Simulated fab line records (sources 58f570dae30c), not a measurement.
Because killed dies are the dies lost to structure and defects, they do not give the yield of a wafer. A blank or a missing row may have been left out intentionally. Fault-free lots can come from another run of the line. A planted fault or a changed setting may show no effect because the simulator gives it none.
What tool caused it? / flow berkeley cmos170 / 14 lots with 42 wafers sampled at 3 steps, on a route of 331 steps

## WHAT EACH GAUGE READ, for each wafer
UCB170_PWELL_THK_MEAS_03.
lot=L609; measured=day 2 17:25; on=film metro-01; PWELL_OXIDE_THK (nm)=25.9 26.1 26.1
lot=L610; measured=day 3 01:29; on=film metro-04; PWELL_OXIDE_THK (nm)=26.1 26.3 26.5
lot=L611; measured=day 3 09:17; on=film metro-03; PWELL_OXIDE_THK (nm)=25.5 25.4 26.1
lot=L612; measured=day 3 09:17; on=film metro-01; PWELL_OXIDE_THK (nm)=26.4 25.8 26.3
lot=L613; measured=day 3 16:09; on=film metro-04; PWELL_OXIDE_THK (nm)=25.4 25.8 25.3
lot=L614; measured=day 4 00:10; on=film metro-03; PWELL_OXIDE_THK (nm)=26.1 26.1 26.4
lot=L615; measured=day 4 00:10; on=film metro-01; PWELL_OXIDE_THK (nm)=27.0 27.1 27.2
lot=L618; measured=day 4 13:52; on=film metro-01; PWELL_OXIDE_THK (nm)=26.1 26.3 26.1
lot=L623; measured=day 5 16:53; on=film metro-04; PWELL_OXIDE_THK (nm)=27.0 26.7 26.8
lot=L624; measured=day 6 03:00; on=film metro-01; PWELL_OXIDE_THK (nm)=26.4 26.4 26.2
lot=L625; measured=day 6 06:58; on=film metro-03; PWELL_OXIDE_THK (nm)=25.6 26.0 25.7
lot=L628; measured=day 6 21:55; on=film metro-01; PWELL_OXIDE_THK (nm)=26.1 26.7 26.5
lot=L630; measured=day 7 04:11; on=film metro-04; PWELL_OXIDE_THK (nm)=26.9 26.5 27.0
lot=L631; measured=day 7 04:12; on=film metro-01; PWELL_OXIDE_THK (nm)=25.9 25.5 26.2

UCB170_SCREENOX_THK_MEAS_02.
lot=L609; measured=day 5 01:26; on=film metro-04; SCREENOX_OXIDE_THK (nm)=14.94 14.68 14.53
lot=L610; measured=day 5 18:11; on=film metro-04; SCREENOX_OXIDE_THK (nm)=14.77 14.58 14.61
lot=L611; measured=day 6 04:56; on=film metro-02; SCREENOX_OXIDE_THK (nm)=13.86 14.11 13.97
lot=L612; measured=day 6 04:56; on=film metro-03; SCREENOX_OXIDE_THK (nm)=14.61 14.53 14.52
lot=L613; measured=day 6 04:56; on=film metro-04; SCREENOX_OXIDE_THK (nm)=14.26 13.95 14.25
lot=L614; measured=day 6 23:59; on=film metro-03; SCREENOX_OXIDE_THK (nm)=14.45 14.41 14.64
lot=L615; measured=day 6 23:59; on=film metro-04; SCREENOX_OXIDE_THK (nm)=14.14 14.11 14.39
lot=L618; measured=day 7 12:07; on=film metro-04; SCREENOX_OXIDE_THK (nm)=14.62 14.77 14.60
lot=L623; measured=day 8 11:37; on=film metro-02; SCREENOX_OXIDE_THK (nm)=14.50 14.49 14.61
lot=L624; measured=day 9 06:27; on=film metro-02; SCREENOX_OXIDE_THK (nm)=13.95 14.23 14.35
lot=L625; measured=day 9 06:28; on=film metro-03; SCREENOX_OXIDE_THK (nm)=14.45 14.40 14.38
lot=L628; measured=day 9 15:04; on=film metro-04; SCREENOX_OXIDE_THK (nm)=14.32 14.36 14.08
lot=L630; measured=day 9 20:59; on=film metro-04; SCREENOX_OXIDE_THK (nm)=14.96 14.98 15.14
lot=L631; measured=day 9 21:00; on=film metro-03; SCREENOX_OXIDE_THK (nm)=14.70 15.03 14.94

## WHICH TOOL RAN EACH LOT (tool, then ch and the chambers of the sampled wafers, then the start)
lot=L609; UCB170_PWELL_ANNEAL_04=furnace-02 ch 0, day 2 20:25
lot=L610; UCB170_PWELL_ANNEAL_04=furnace-01 ch 0, day 3 04:06
lot=L611; UCB170_PWELL_ANNEAL_04=furnace-01 ch 0, day 3 13:11
lot=L612; UCB170_PWELL_ANNEAL_04=furnace-01 ch 0, day 3 13:11
lot=L613; UCB170_PWELL_ANNEAL_04=furnace-01 ch 0, day 3 18:37
lot=L614; UCB170_PWELL_ANNEAL_04=furnace-01 ch 0, day 4 01:47
lot=L615; UCB170_PWELL_ANNEAL_04=furnace-01 ch 0, day 4 01:47
lot=L618; UCB170_PWELL_ANNEAL_04=furnace-01 ch 0, day 4 17:20
lot=L623; UCB170_PWELL_ANNEAL_04=furnace-01 ch 0, day 5 20:24
lot=L624; UCB170_PWELL_ANNEAL_04=furnace-01 ch 0, day 6 06:57
lot=L625; UCB170_PWELL_ANNEAL_04=furnace-02 ch 0, day 6 11:10
lot=L628; UCB170_PWELL_ANNEAL_04=furnace-02 ch 0, day 7 01:51
lot=L630; UCB170_PWELL_ANNEAL_04=furnace-02 ch 0, day 7 07:16
lot=L631; UCB170_PWELL_ANNEAL_04=furnace-02 ch 0, day 7 07:16
- UCB170_PWELL_ANNEAL_04: time 900 s.

## WHAT THE TOOLS THEMSELVES READ (means of the sampled wafers that have a number; where no wafer has one, the mark that the record gives instead)
UCB170_PWELL_ANNEAL_04.
lot=L609; tool=furnace-02; spike tc centre C (C)=1004.1; spike tc load C (C)=1021.6; spike tc source C (C)=1024.2; tube center temp C (C)=1000.06; tube_center_temp_C_max=1002.4; zone power centre pct (%)=48.6
lot=L610; tool=furnace-01; spike tc centre C (C)=1001.1; spike tc load C (C)=1021.1; spike tc source C (C)=1023.7; tube center temp C (C)=1000.03; tube_center_temp_C_max=1002.4; zone power centre pct (%)=47.5
lot=L611; tool=furnace-01; spike tc centre C (C)=1001.0; spike tc load C (C)=1022.3; spike tc source C (C)=1023.8; tube center temp C (C)=1000.05; tube_center_temp_C_max=1002.1; zone power centre pct (%)=47.0
lot=L612; tool=furnace-01; spike tc centre C (C)=1000.7; spike tc load C (C)=1021.8; spike tc source C (C)=1024.1; tube center temp C (C)=999.99; tube_center_temp_C_max=1002.6; zone power centre pct (%)=46.9
lot=L613; tool=furnace-01; spike tc centre C (C)=1001.3; spike tc load C (C)=1021.4; spike tc source C (C)=1024.8; tube center temp C (C)=1000.10; tube_center_temp_C_max=1002.8; zone power centre pct (%)=47.4
lot=L614; tool=furnace-01; spike tc centre C (C)=1000.3; spike tc load C (C)=1021.8; spike tc source C (C)=1025.4; tube center temp C (C)=999.93; tube_center_temp_C_max=1002.9; zone power centre pct (%)=46.7
lot=L615; tool=furnace-01; spike tc centre C (C)=1000.3; spike tc load C (C)=1021.6; spike tc source C (C)=1024.5; tube center temp C (C)=1000.02; tube_center_temp_C_max=1002.7; zone power centre pct (%)=47.1
lot=L618; tool=furnace-01; spike tc centre C (C)=1001.1; spike tc load C (C)=1022.3; spike tc source C (C)=1024.6; tube center temp C (C)=999.97; tube_center_temp_C_max=1002.4; zone power centre pct (%)=47.3
lot=L623; tool=furnace-01; spike tc centre C (C)=1008.8; spike tc load C (C)=1029.7; spike tc source C (C)=1032.4; tube center temp C (C)=1007.00; tube_center_temp_C_max=1009.5; zone power centre pct (%)=47.6
lot=L624; tool=furnace-01; spike tc centre C (C)=1009.6; spike tc load C (C)=1029.6; spike tc source C (C)=1031.6; tube center temp C (C)=1007.20; tube_center_temp_C_max=1010.1; zone power centre pct (%)=48.1
lot=L625; tool=furnace-02; spike tc centre C (C)=1003.0; spike tc load C (C)=1021.0; spike tc source C (C)=1023.7; tube center temp C (C)=999.97; tube_center_temp_C_max=1002.6; zone power centre pct (%)=48.3
lot=L628; tool=furnace-02; spike tc centre C (C)=1004.1; spike tc load C (C)=1020.8; spike tc source C (C)=1023.0; tube center temp C (C)=1000.06; tube_center_temp_C_max=1002.5; zone power centre pct (%)=48.5
lot=L630; tool=furnace-02; spike tc centre C (C)=1002.4; spike tc load C (C)=1020.6; spike tc source C (C)=1022.4; tube center temp C (C)=1000.01; tube_center_temp_C_max=1002.2; zone power centre pct (%)=48.5
lot=L631; tool=furnace-02; spike tc centre C (C)=1004.5; spike tc load C (C)=1020.3; spike tc source C (C)=1024.0; tube center temp C (C)=1000.03; tube_center_temp_C_max=1003.0; zone power centre pct (%)=48.4

## THE ANSWER, worked out from the rows above alone
Rule: what is usual is taken from the lots themselves. The widest of any qualifying gaps counts: lots, ordered by their means at a reading, are off when they make up no more than a third of the lots, leave a main group of 4 or more, and stand apart from it by 3 or more times the standard deviation of that group's means. The tables above print the reading to a certain number of digits; a main group whose means all agree to those digits is not used. A lot without any number at a reading at which 4 lots or more have one is off too. All remaining lots with rows at the step are treated as sound. The gauges are gone through in route order, then the tools' own readings, and for those a lot's mean is taken as printed above. At the first step where some lot is off, the reading lying furthest off is the one used; lots without a number count as furthest.
Off: L623, L624 (UCB170_PWELL_ANNEAL_04, tube center temp C). The main group: mean 1000.02 C, standard deviation 0.045.
If a tool, at that step or one of the process steps before it, ran each lot that is off and ran no sound lot following the first of them, it fits. One fits: furnace-01 at UCB170_PWELL_ANNEAL_04. A fault onset in the window from L618 (day 4 17:20, its last sound lot) to L623 (day 5 20:24, its first lot off) fits.
The tool's own readings at UCB170_PWELL_ANNEAL_04 bear it out: on the lots that are off they differ by more than 5 times the standard deviation of the sound lots' means. spike tc load C reads 1029.7 C there against 1021.4 C on the sound lots; spike tc source C reads 1032.0 C there against 1024.0 C on the sound lots; tube center temp C reads 1007.10 C there against 1000.02 C on the sound lots; tube_center_temp_C_max reads 1009.8 there against 1002.5 on the sound lots.

## WHAT THE SIMULATOR HAD INSERTED
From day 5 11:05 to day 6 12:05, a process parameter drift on furnace-01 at UCB170_PWELL_ANNEAL_04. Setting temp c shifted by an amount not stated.
Shown lots that were struck: L623, L624. The rule above found the same.
